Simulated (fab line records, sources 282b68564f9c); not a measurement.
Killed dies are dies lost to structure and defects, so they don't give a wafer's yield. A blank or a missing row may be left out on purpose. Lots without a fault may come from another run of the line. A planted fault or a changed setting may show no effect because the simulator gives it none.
fab line records | flow rit_cmos
record lots=13 wafers=39 last_day=8
route steps=202 shown ACTIVE@2
lots that met no fault: from a run of the same line without faults
start_h: hours from the record's first day to the start of the lot's first wafer shown | wait_h: hours since the lot's step before | " the same as in the row above | L1.1+2: a row that stands for several wafers | - no value, or no start given | * or withheld: withheld | < > ~ a bound
route shown NAME@n: a module of which the file shows steps, and the number in the route of the first | usual: mean/standard deviation of fault-free wafers | same: alike in all rows | chamber/n: place in a boat | sites: the reading at each site | _std_site: their standard deviation | _edge_site: outer sites' mean less inner sites' | radius_mm: how far each site lies from the wafer's centre | mask NAME#n: copy n | behind: the tool/chamber that last shaped the wafer | hold: why the lot was held/for how many hours/how that ended | device: the transistor (n, p or np) that didn't switch | end of line: the same wafers' tests at the end of the route | a step without rows: its recipe alone | killed: dies lost to structure and defects at the first sort, not the wafer's yield | map: a wafer's dies, x killed, . not, _ none there
set.NAME: the setting as run; set.NAME@STEP: as run at that earlier step | model.NAME: the simulator's own value behind a step, which no gauge read
steps of the route over a sample of lots; a table a step, a row a wafer
services: from which hour (start_h, from the record's first day; less than 0 if before it) a tool's chamber was out of use, for how many hours, and why
## steps
# step RIT_ACTIVE_OXIDATION_01
# recipe temp_c=1000 ambient=O2 target_thk_a=468 ox_time_s=3360
# columns lot.wafer tool chamber start_h wait_h
L947.1+2+4 furnace-03 0 16.68 1.7
L948.2+3+4 furnace-03 0 21.16 1.1
L949.4+5+6 furnace-04 0 25.12 0.0
L950.1+3+6 furnace-04 0 30.92 0.9
L951.3+4+5 furnace-03 0 35.63 0.6
L952.3+4+6 furnace-03 0 41.93 1.9
L953.1+2+5 furnace-04 0 45.74 0.7
L954.1+5+6 furnace-01 0 50.12 0.1
L959.4+5+6 furnace-04 0 77.33 2.3
L961.1+3+5 furnace-03 0 85.99 1.0
L966.2+5+6 furnace-04 0 115.20 5.2
L967.2+4+6 furnace-04 0 115.20 0.2
L968.4+5+6 furnace-04 0 123.53 3.5
# step RIT_ACTIVE_THK_MEAS_02
# recipe reads=SiO2_of_ACTIVE_OXIDATION_01
# usual ACTIVE_OXIDE_THK=46.3/0.83
# columns lot.wafer tool chamber start_h wait_h ACTIVE_OXIDE_THK[nm]
L947.1 film_metro-02 - 18.61 0.0 47.2
L947.2 " - " " 46.9
L947.4 " - " " 47.3
L948.2 film_metro-02 - 23.11 0.0 47.4
L948.3 " - " " 47.0
L948.4 " - " " 47.3
L949.4 film_metro-01 - 27.08 0.0 46.2
L949.5 " - " " 45.1
L949.6 " - " " 45.9
L950.1 film_metro-01 - 32.85 0.0 46.3
L950.3 " - " " 46.3
L950.6 " - " " 47.0
L951.3 film_metro-04 - 37.58 0.0 47.6
L951.4 " - " " 47.1
L951.5 " - " " 46.8
L952.3 film_metro-04 - 43.89 0.0 47.6
L952.4 " - " " 47.2
L952.6 " - " " 47.2
L953.1 film_metro-02 - 47.68 0.0 46.1
L953.2 " - " " 46.1
L953.5 " - " " 45.2
L954.1 film_metro-02 - 52.05 0.0 47.6
L954.5 " - " " 47.2
L954.6 " - " " 47.1
L959.4 film_metro-02 - 79.30 0.0 46.1
L959.5 " - " " 47.2
L959.6 " - " " 46.7
L961.1 film_metro-02 - 87.92 0.0 39.3
L961.3 " - " " 37.5
L961.5 " - " " 37.7
L966.2 film_metro-04 - 117.15 0.0 45.3
L966.5 " - " " 45.5
L966.6 " - " " 45.2
L967.2 film_metro-02 - 117.15 0.0 45.9
L967.4 " - " " 45.3
L967.6 " - " " 45.6
L968.4 film_metro-04 - 125.50 0.0 46.1
L968.5 " - " " 46.1
L968.6 " - " " 46.8
## services
# columns tool chamber start_h hours kind
furnace-01 - 27.86 3.0 pm
furnace-04 - 56.27 3.0 pm
furnace-03 - 115.05 3.4 pm
## key
first_sign step=RIT_ACTIVE_THK_MEAS_02 reading=ACTIVE_OXIDE_THK direction=down sigmas=9.8 usual=46.3 struck=38.2
effect none on later readings
met_at RIT_ACTIVE_OXIDATION_01
struck_lots L961
tester_left_out L961
onset_between 41.93 85.99
fault kind=process_parameter_drift tool=furnace-03 chamber=- onset_h=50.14 steps=RIT_ACTIVE_OXIDATION_01 channel=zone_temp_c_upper offset=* shape=step end_h=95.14
# tester_left_out: of these lots the tester's yield and bins aren't shown, on N5 and GAA mostly nor the transistor test; their killed dies are dies lost to structure and defects alone, not to doping, threshold or leakage, so they don't give the yield
